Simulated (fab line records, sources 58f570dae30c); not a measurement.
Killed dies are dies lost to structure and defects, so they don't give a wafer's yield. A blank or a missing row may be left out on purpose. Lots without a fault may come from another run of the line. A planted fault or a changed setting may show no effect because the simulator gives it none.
Split-lot experiment | flow berkeley_cmos170 | 5 lots, 23 wafers read, on a route of 331 steps

THE SPLIT
At UCB170_CONTACT_CVD_01 (deposits PSG from SiH4/O2/PH3, target thk 700 nm, time 2820 s), the setting time_s was moved away from the recipe's 2820 s on 15 of the 23 wafers read, by +5.1% to +8.1%. The other wafers ran this setting at the recipe's value.

The file shows no step between the split and the reading.

THE READING
CONTACT_PSG_THK, in nm, at UCB170_CONTACT_THK_MEAS_02. Fault-free wafers of this fab line usually give 703 nm, standard deviation 6.2 nm.

wafer  | tool, chamber at the split | time_s as run, s | against the recipe | CONTACT_PSG_THK, nm | against lot-mates on the recipe
L076.1 | -, -                       | 2820             | recipe             | 708                 | -
L076.2 | -, -                       | 2820             | recipe             | 701                 | -
L076.4 | -, -                       | 2820             | recipe             | 706                 | -
L076.5 | -, -                       | 2820             | recipe             | 708                 | -
L076.6 | -, -                       | 2820             | recipe             | 704                 | -
L074.2 | lpcvd-01, 1                | 2820             | recipe             | 704                 | -
L074.3 | lpcvd-01, 1                | 2820             | recipe             | 702                 | -
L074.5 | lpcvd-01, 1                | 2820             | recipe             | 703                 | -
L081.2 | -, -                       | 2964             | +5.1%              | 734                 | no lot-mate on the recipe
L081.3 | -, -                       | 2964             | +5.1%              | 734                 | no lot-mate on the recipe
L081.4 | -, -                       | 2964             | +5.1%              | 737                 | no lot-mate on the recipe
L081.5 | -, -                       | 2964             | +5.1%              | 738                 | no lot-mate on the recipe
L081.6 | -, -                       | 2964             | +5.1%              | 736                 | no lot-mate on the recipe
L080.1 | -, -                       | 3049             | +8.1%              | 766                 | no lot-mate on the recipe
L080.3 | -, -                       | 3049             | +8.1%              | 766                 | no lot-mate on the recipe
L080.4 | -, -                       | 3049             | +8.1%              | 762                 | no lot-mate on the recipe
L080.5 | -, -                       | 3049             | +8.1%              | 766                 | no lot-mate on the recipe
L080.6 | -, -                       | 3049             | +8.1%              | 763                 | no lot-mate on the recipe
L083.1 | -, -                       | 3026             | +7.3%              | 745                 | no lot-mate on the recipe
L083.2 | -, -                       | 3026             | +7.3%              | 745                 | no lot-mate on the recipe
L083.3 | -, -                       | 3026             | +7.3%              | 742                 | no lot-mate on the recipe
L083.5 | -, -                       | 3026             | +7.3%              | 742                 | no lot-mate on the recipe
L083.6 | -, -                       | 3026             | +7.3%              | 740                 | no lot-mate on the recipe

THE FIT
A straight line over all 23 wafers: CONTACT_PSG_THK changes by +6.49 nm for each +1% of time_s; r = +0.97; the points scatter about the line by 6.1 nm.
Too few moved wafers have a lot-mate on the recipe to fit a line with each lot's own level taken away.

THE WHOLE CHAIN: every reading that the file lists as answering this split, in the file's order
step                       | what it does                                                  | reading                                                                       | change (the file's fit)             | r (the file's)
UCB170_CONTACT_CVD_01      | deposits PSG from SiH4/O2/PH3, target thk 700 nm, time 2820 s | PSG_of_CONTACT_CVD_01.thk_nm (the simulator's own value, which no gauge read) | +6.5 nm for each +1% of the setting | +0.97
UCB170_CONTACT_THK_MEAS_02 |                                                               | CONTACT_PSG_THK                                                               | +6.48 for each +1% of the setting   | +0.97

THE FILE'S OWN FIT
CONTACT_PSG_THK changes by +6.48 nm for each +1% of time_s, r = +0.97.
